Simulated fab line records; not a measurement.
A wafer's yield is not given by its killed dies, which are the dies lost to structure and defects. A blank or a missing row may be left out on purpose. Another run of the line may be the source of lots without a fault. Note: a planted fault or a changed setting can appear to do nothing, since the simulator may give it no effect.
Split-lot experiment ; flow berkeley-cmos170 ; 23 wafers read across 5 lots, on a route 331 steps long

== ON THE SPLIT ==
At UCB170_GATE_CVD_04 (deposits poly-Si from SiH4, time 1440 s, target thk 214 nm), the setting pressure-mtorr was moved away from the recipe's 375 mTorr on 20 of the 23 wafers read, by -8.9% to +7.5%. This setting was run at the recipe's value on the other wafers.

Reading taken at the split's own step.

== THE READING ==
poly-Si_of_GATE_CVD_04.thk-nm (the simulator's own value, which no gauge read), in nm, at UCB170_GATE_CVD_04 (deposits poly-Si from SiH4, time 1440 s, target thk 214 nm). The file gives no usual value for it. Average 217.3 nm, standard deviation 0.19 nm, over the 3 wafers here run with the recipe.

wafer;tool, chamber at the split;pressure-mtorr as run, mTorr;against the recipe;poly-Si_of_GATE_CVD_04.thk-nm, nm;against lot-mates on the recipe
L074.1;-, -;403.2;+7.5%;220.5;no lot-mate on the recipe
L074.2;-, -;403.2;+7.5%;218.3;no lot-mate on the recipe
L074.3;-, -;403.2;+7.5%;217.2;no lot-mate on the recipe
L074.4;-, -;403.2;+7.5%;216.8;no lot-mate on the recipe
L074.5;-, -;403.2;+7.5%;217.5;no lot-mate on the recipe
L076.1;-, -;343.3;-8.5%;208.8;no lot-mate on the recipe
L076.3;-, -;343.3;-8.5%;208.7;no lot-mate on the recipe
L076.4;-, -;343.3;-8.5%;210.2;no lot-mate on the recipe
L076.5;-, -;343.3;-8.5%;210.4;no lot-mate on the recipe
L076.6;-, -;343.3;-8.5%;209.1;no lot-mate on the recipe
L077.1;-, -;341.5;-8.9%;205.5;no lot-mate on the recipe
L077.2;-, -;341.5;-8.9%;206.8;no lot-mate on the recipe
L077.3;-, -;341.5;-8.9%;210.1;no lot-mate on the recipe
L077.4;-, -;341.5;-8.9%;207;no lot-mate on the recipe
L077.5;-, -;341.5;-8.9%;208.6;no lot-mate on the recipe
L079.2;lpcvd-01, 1;375;recipe;217.2;-
L079.5;lpcvd-01, 1;375;recipe;217.2;-
L079.4;lpcvd-01, 1;375;recipe;217.6;-
L080.1;-, -;345.2;-7.9%;204.4;no lot-mate on the recipe
L080.2;-, -;345.2;-7.9%;205.4;no lot-mate on the recipe
L080.3;-, -;345.2;-7.9%;205.1;no lot-mate on the recipe
L080.5;-, -;345.2;-7.9%;206.1;no lot-mate on the recipe
L080.6;-, -;345.2;-7.9%;206.2;no lot-mate on the recipe

THE FIT
A straight line over all 23 wafers: poly-Si_of_GATE_CVD_04.thk-nm changes by +0.704 nm for each +1% of pressure-mtorr; r = +0.90; the points scatter about the line by 2.4 nm.
Too few moved wafers have a lot-mate on the recipe to fit a line with each lot's own level taken away.

== FILE'S OWN FIT ==
poly-Si_of_GATE_CVD_04.thk-nm changes by +0.703 nm for each +1% of pressure-mtorr, r = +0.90.
